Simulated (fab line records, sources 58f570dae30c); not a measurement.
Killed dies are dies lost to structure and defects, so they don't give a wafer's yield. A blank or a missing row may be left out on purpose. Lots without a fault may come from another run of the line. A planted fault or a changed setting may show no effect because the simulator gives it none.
A struck lot beside a sound one | flow berkeley_cmos170 | 44 steps out of a route of 331
Sound: wafers L933.1, L933.2, L933.5. Struck: wafers L940.4, L940.5, L940.6. The cause comes at the end.
At each step with rows: each side's tool, then ch and its chambers, then its first start. Under that, the readings that differ: sound wafers | struck wafers | difference of the means | sigmas: that difference in standard deviations of wafers without a fault.
alike: readings whose means differ by less than 2 such deviations, and words and numbers that are the same on both sides. not compared: withheld readings, readings that some wafer has no value for, bounds like >300 that may hide the same value, and numbers for which the record gives no deviation and whose values overlap.
The two part at a step that has a row with sigmas, a row that says differs or no value, or rows on one side only. Numbers that don't overlap but have no deviation are shown without sigmas and don't part them. A reading that every wafer of one side lacks parts them only if that side has two wafers or more.

first, 3 steps without rows for these wafers: UCB170_NLDD_EXPOSE_03 (exposes mask NSELECT, target cd 1200 nm); UCB170_NLDD_PEB_04; UCB170_NLDD_DEVELOP_05 (develop time 45 s).
UCB170_NLDD_CD_MEAS_06: target cd 1200 nm.
  sound on cd_sem-01, day 7 18:13; struck on cd_sem-02, day 9 01:26
  alike: cd_nm
UCB170_NLDD_OVL_MEAS_07:
  sound on overlay-01, day 7 18:20; struck on overlay-01, day 9 01:31
  alike: NLDD_OVL
then, 2 steps without rows for these wafers: UCB170_NLDD_IMPLANT_08; UCB170_NLDD_IMPLANT_09.
UCB170_NLDD_STRIP_10: strips in O2.
  sound on plasma_asher-03 ch 0,1, day 7 18:40; struck on plasma_asher-03 ch 0,1, day 9 01:52
  alike: drypump_motor_current_A, oes_product_au, strip_time_to_endpoint_s
  not compared: rf_hours_counter_h
UCB170_NLDD_TW_MEAS_11:
  sound on film_metro-04, day 7 18:46; struck on film_metro-04, day 9 01:58
  alike: NLDD_TW
then, 1 step without rows for these wafers: UCB170_NLDD_CLEAN_12 (cleans in SPM, time 600 s).
UCB170_SPACER_CVD_00: deposits SiO2 from TEOS/O2, target thk 376 nm, time 47 s.
  sound on pecvd-01 ch 0,2, day 7 19:04; struck on pecvd-01 ch 0,1, day 9 02:11
  alike: heater_power_w
UCB170_SPACER_THK_MEAS_01:
  sound on film_metro-01, day 7 19:07; struck on film_metro-02, day 9 02:16
  alike: SPACER_TEOS_THK
UCB170_SPACER_ANNEAL_02: time 1800 s.
  sound on furnace-04 ch 0, day 7 23:00; struck on furnace-02 ch 0, day 9 06:16
  reading                   | sound             | struck            | difference | sigmas
  spike_tc_centre_C (C)     | 902.3 903.1 902.9 | 867.0 867.7 867.7 | -35.3      | -35
  zone_power_centre_pct (%) | 43.7 44.2 44.9    | 29.1 28.8 28.9    | -15.3      | -18
then, 7 steps without rows for these wafers: UCB170_SPACER_ETCHBACK_03 (etches SiO2 in CHF3/CF4/Ar, stops on Si, target depth 376 nm, time 100 s); UCB170_PSD_HMDS_00 (prime time 60 s); UCB170_PSD_COAT_01 (resist thk 900 nm); UCB170_PSD_SOFTBAKE_02 (time 60 s); UCB170_PSD_EXPOSE_03 (exposes mask PSELECT MOD, target cd 1200 nm); UCB170_PSD_PEB_04; UCB170_PSD_DEVELOP_05 (develop time 45 s).
UCB170_PSD_CD_MEAS_06: target cd 1200 nm.
  sound on cd_sem-01, day 8 01:25; struck on cd_sem-01, day 9 08:51
  alike: cd_nm
UCB170_PSD_OVL_MEAS_07:
  sound on overlay-01, day 8 01:32; struck on overlay-02, day 9 08:56
  alike: PSD_OVL
then, 1 step without rows for these wafers: UCB170_PSD_IMPLANT_08.
UCB170_PSD_STRIP_09: strips in O2.
  sound on plasma_asher-01 ch 0,1, day 8 01:43; struck on plasma_asher-01 ch 0,1, day 9 09:08
  alike: drypump_motor_current_A, oes_product_au, strip_time_to_endpoint_s
  not compared: rf_hours_counter_h
UCB170_PSD_TW_MEAS_10:
  sound on film_metro-01, day 8 01:49; struck on film_metro-03, day 9 09:14
  reading | sound          | struck         | difference | sigmas
  PSD_TW  | 2334 2326 2334 | 2258 2258 2263 | -72        | -2
then, 7 steps without rows for these wafers: UCB170_PSD_CLEAN_11 (cleans in SPM, time 600 s); UCB170_NSD_HMDS_00 (prime time 60 s); UCB170_NSD_COAT_01 (resist thk 900 nm); UCB170_NSD_SOFTBAKE_02 (time 60 s); UCB170_NSD_EXPOSE_03 (exposes mask NSELECT MOD, target cd 1200 nm); UCB170_NSD_PEB_04; UCB170_NSD_DEVELOP_05 (develop time 45 s).
UCB170_NSD_CD_MEAS_06: target cd 1200 nm.
  sound on cd_sem-01, day 8 04:04; struck on cd_sem-02, day 9 10:20
  alike: cd_nm
UCB170_NSD_OVL_MEAS_07:
  sound on overlay-01, day 8 04:11; struck on overlay-01, day 9 10:25
  alike: NSD_OVL
then, 1 step without rows for these wafers: UCB170_NSD_IMPLANT_08.
UCB170_NSD_STRIP_09: strips in O2.
  sound on plasma_asher-02 ch 0,1, day 8 04:22; struck on plasma_asher-02 ch 0,1, day 9 10:37
  alike: drypump_motor_current_A, oes_product_au, strip_time_to_endpoint_s
  not compared: rf_hours_counter_h
UCB170_NSD_TW_MEAS_10:
  sound on film_metro-04, day 8 04:28; struck on film_metro-03, day 9 10:43
  alike: NSD_TW
then, 4 steps without rows for these wafers: UCB170_NSD_CLEAN_11 (cleans in SPM, time 600 s); UCB170_BACKSIDE_HMDS_00 (prime time 60 s); UCB170_BACKSIDE_COAT_01 (resist thk 900 nm); UCB170_BACKSIDE_SOFTBAKE_02 (time 60 s).
UCB170_BACKSIDE_STRIP_03: strips in O2.
  sound on plasma_asher-03 ch 0,1, day 8 05:26; struck on plasma_asher-01 ch 0,1, day 9 11:25
  alike: drypump_motor_current_A, oes_product_au, strip_time_to_endpoint_s
  not compared: rf_hours_counter_h
UCB170_SDANNEAL_RS_MEAS_04: measures by four-point-probe.
  sound on film_metro-01, day 8 06:04; struck on film_metro-04, day 9 12:05
  reading          | sound                | struck               | difference | sigmas
  PLDD_RS (ohm/sq) | 1032.5 1036.6 1035.1 | 1127.6 1116.5 1107.4 | +82.4      | +33
UCB170_M3_PROBE_99:
  sound on prober-02, day 9 05:11; struck on prober-02, day 10 12:20
  reading                                   | sound                | struck               | difference | sigmas
  model.etest.pmos_0p35.r_on_ohm_um         | 4719 4749 4738       | 4977 5007 4930       | +236       |
  model.etest.pldd.rs_ohm_sq                | 1088 1091 1111       | 1159 1153 1161       | +61        |
  model.etest.nldd.rs_ohm_sq                | 770.7 768.5 772.8    | 737.9 737.6 747.1    | -29.8      |
  model.etest.pmos_turned.drive_ua_um       | 297.6 295 296.4      | 275.9 277.1 279.7    | -18.8      |
  model.etest.pmos_0p35.drive_ua_um         | 286.1 283.4 283.4    | 264.5 264.2 267.2    | -19.0      |
  model.etest.pmos_0p35.swing_mv_dec        | 75.48 75.19 75.65    | 76.39 76.78 76.6     | +1.15      |
  model.etest.pmos_0p35.off_log10_a_um      | -11.32 -11.47 -11.45 | -12.18 -12.16 -12.08 | -0.73      |
  model.etest.ring.quiet_log10_a (angstrom) | -8.585 -8.684 -8.727 | -8.937 -8.997 -9.013 | -0.317     |

WHERE THEY PART
First at UCB170_SPACER_ANNEAL_02; last, within this record, at UCB170_SDANNEAL_RS_MEAS_04.

WHY: what the simulator had put in
Process parameter drift: furnace-02, from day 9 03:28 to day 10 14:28, at UCB170_SPACER_ANNEAL_02. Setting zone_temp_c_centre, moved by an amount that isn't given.
